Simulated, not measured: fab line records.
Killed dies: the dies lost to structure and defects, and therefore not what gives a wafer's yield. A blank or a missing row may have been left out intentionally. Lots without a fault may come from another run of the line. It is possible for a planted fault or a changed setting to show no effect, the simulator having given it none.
Problem report, 8D (eight disciplines) form, completed by code	flow rit-cmos	the parts of the form that need people (team, actions taken, sign-off) are left out

== 1. THE PROBLEM ==
SILICIDE_TI_RS at RIT_SILICIDE_RS_MEAS_02 reads a mean of 42.3 ohm/sq on 1 wafer of 1 lot; wafers without a fault read 47.6 ohm/sq with a standard deviation of 0.67. That puts it -7.9 standard deviations away from the usual mean.
The step: measures by four-point-probe.
First seen on wafer L999.3, day 5 06:05, on film-metro-04. Wafers with a number at this step in the record: 39, from 13 lots. Rule for "out" (also "out of limits"): further than 4 standard deviations from the usual mean. The rest of the wafers with a number are treated as sound.

== 2. WHAT IT IS AND WHAT IT IS NOT ==
question	is	is not
which readings at this step	SILICIDE_TI_RS	-
which lots	L999	L104, L106, L108, L110, L111, L112, L113, L991, L992, L993, L994, L996
which wafers of those lots	L999.3	L999.1, L999.5
read on which gauges	film-metro-04	film-metro-01, film-metro-02
when	from day 5 06:05	up to then (17 sound wafers); but 21 sound wafers of L104, L106, L108, L110, L111, L112, L113 came after

== 3. THE SUSPECTS, EACH WITH WHAT RULES IT OUT ==
Counting: any tool at a process step up to the reading remains a suspect provided it ran every lot that is out. Sound lots after the first of them don't rule it out here, since some wafers of a struck lot are sound.
- the gauge at RIT_SILICIDE_RS_MEAS_02: kept. All the wafers that are out were read on film-metro-04, and no step on other tools shows them out.
- pvd-sputter-02 at RIT_SILICIDE_SPUTTER_01 (material Ti, target thk 30 nm, time 240 s): kept. The lot that is out, L999, ran on it at day 5 05:56; the last sound lot it ran before that was L993, at day 3 22:22.
What counting leaves: pvd-sputter-02 at RIT_SILICIDE_SPUTTER_01 and film-metro-04 at RIT_SILICIDE_RS_MEAS_02.

== 4. THE CAUSE (what the simulator had put in) ==
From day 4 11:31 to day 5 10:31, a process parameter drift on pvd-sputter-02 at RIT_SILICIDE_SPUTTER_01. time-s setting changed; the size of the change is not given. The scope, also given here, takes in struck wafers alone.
After counting, 2 suspects remain, this tool included.

== 5. SEQUENCE OF EFFECTS, ordered by route ==
One row per reading whose mean, taken over the struck wafers that have a number, lies over 3 standard deviations from the usual. Only readings for which the record gives a usual standard deviation are gone through. hours: the time from each lot's start at the first step in this table that gives one to its start at this step, as a median over the lots. sigmas: the change in usual standard deviations.
hours	step	reading	usual	on struck wafers	change	sigmas
0	RIT_SILICIDE_RS_MEAS_02	SILICIDE_TI_RS	47.6 ohm/sq	42.3	-5.3	-7.9
0	RIT_SILICIDE_THK_MEAS_03	SILICIDE_TI_THK	30.6 nm	33.5	+2.9	+7.8

== 6. WHAT WOULD HAVE CAUGHT IT SOONER ==
Counted from the fault's start at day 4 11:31, it took 19 hours until the first out-of-limits reading at a measuring or inspecting step in this record, taken at day 5 06:05.
Tool readings at RIT_SILICIDE_SPUTTER_01 with a usual standard deviation given in the record: none out on any struck wafer, hence no alarm at a limit of 4 standard deviations on them.
By day 5 06:05 the whole set of lots that are out, 1 in number, had already begun RIT_SILICIDE_SPUTTER_01 on pvd-sputter-02. Had the tool been put on hold then, not one of them would have been saved.
